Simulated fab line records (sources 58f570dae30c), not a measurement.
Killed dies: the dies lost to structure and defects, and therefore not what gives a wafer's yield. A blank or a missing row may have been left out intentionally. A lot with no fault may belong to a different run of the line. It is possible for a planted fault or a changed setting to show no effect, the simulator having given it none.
One fault seen from 2 desks | flow berkeley cmos170 | what lay behind the numbers comes last; until then each desk has only its own

## DESK OF THE TOOL OWNER: lpcvd-02
The tool's own readings at UCB170_ACTIVE_CVD_05 (deposits Si3N4 from SiH2Cl2/NH3, target thk 220 nm, time 3300 s): means of the sampled wafers that have a number, for each lot that ran on this tool. If a lot's mean is further than 4 standard deviations from the usual mean, the lot is out of limits and carries the mark OUT (the distance appears in the brackets).
Columns: A = spike tc centre C at UCB170_ACTIVE_CVD_05, usual 802.1 C; B = spike tc load C at UCB170_ACTIVE_CVD_05, usual 823.1 C; C = spike tc source C at UCB170_ACTIVE_CVD_05, usual 823.9 C; D = susceptor temp C at UCB170_ACTIVE_CVD_05, usual 800.1 C
lot  | first seen here | A               | B               | C               | D
L158 | day 4 06:46     | 799.6           | 821.7           | 824.4           | 800.3
L159 | day 5 03:23     | 801.8           | 821.1           | 825.1           | 799.8
L164 | day 6 04:51     | 800.6           | 821.1           | 825.4           | 799.8
L165 | day 6 04:51     | 802.5           | 827.1           | 824.9           | 800.0
L166 | day 6 13:11     | 800.8           | 822.2           | 825.6           | 800.3
L167 | day 6 13:11     | 803.1           | 825.5           | 824.1           | 799.8
L168 | day 6 13:11     | 800.5           | 821.1           | 824.4           | 800.0
L169 | day 7 07:18     | 834.0 (+19) OUT | 857.5 (+16) OUT | 854.9 (+10) OUT | 830.0 (+83) OUT
L170 | day 7 07:18     | 834.1 (+19) OUT | 857.3 (+16) OUT | 855.2 (+10) OUT | 830.6 (+85) OUT
Finding of this desk: L169, L170 out of limits; the first was L169 at day 7 07:18, on spike tc centre C at UCB170_ACTIVE_CVD_05. L158, L159, L164, L165, L166, L167, L168: within limits.

## THE METROLOGY DESK
Lot by lot, what the gauges showed, no matter which tool ran the lot: averages of those sampled wafers that carry a number. If a lot's mean is further than 4 standard deviations from the usual mean, the lot is out of limits and carries the mark OUT (the distance appears in the brackets).
Columns: A = ACTIVE_NITRIDE_THK at UCB170_ACTIVE_THK_MEAS_06, usual 219.5 nm; B = GATE_OXIDE_THK at UCB170_GATE_THK_MEAS_02, usual 6.74 nm; C = NSD_OVL at UCB170_NSD_OVL_MEAS_07, usual 1 nm
lot  | first seen here | A               | B    | C
L158 | day 4 08:42     | 219.9           | 6.58 | 3
L159 | day 5 05:18     | 218.6           | 6.78 | -5
L160 | day 5 09:16     | 219.2           | 6.87 | 7
L161 | day 5 09:16     | 222.9           | 6.77 | -1
L162 | day 5 15:33     | 217.0           | 6.73 | -9
L163 | day 5 15:33     | 221.3           | 6.75 | 4
L164 | day 6 06:46     | 221.1           | 6.75 | 16
L165 | day 6 06:46     | 220.3           | 6.89 | 9
L167 | day 6 15:06     | 216.1           | 6.84 | 1
L168 | day 6 15:07     | 221.0           | 6.71 | -8
L166 | day 6 15:08     | 218.7           | 6.79 | -2
L170 | day 7 09:13     | 370.0 (+75) OUT | -    | -
L169 | day 7 09:15     | 371.9 (+76) OUT | -    | -
L171 | day 7 18:10     | 220.1           | 6.57 | -3
Per this desk, out of limits: L169, L170; the first was L170, day 7 09:13 (ACTIVE_NITRIDE_THK at UCB170_ACTIVE_THK_MEAS_06). L158, L159, L160, L161, L162, L163, L164, L165, L167, L168, L166, L171: within limits.

## TAKEN TOGETHER
At day 7 07:18, on L169, L170, the tool owner's desk was in a position to raise an alarm.
An alarm was possible from the metrology desk at day 7 09:13, on L169, L170.
All the named lots went through UCB170_ACTIVE_CVD_05 on lpcvd-02.

## WHAT THE SIMULATOR HAD PUT IN
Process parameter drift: lpcvd-02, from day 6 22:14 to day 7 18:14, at UCB170_ACTIVE_CVD_05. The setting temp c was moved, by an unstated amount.
Lots struck among those shown: L169, L170.
Counting hours from when the fault started, the first reading out of limits came at 9 for the tool owner's desk and at 11 for the metrology desk.
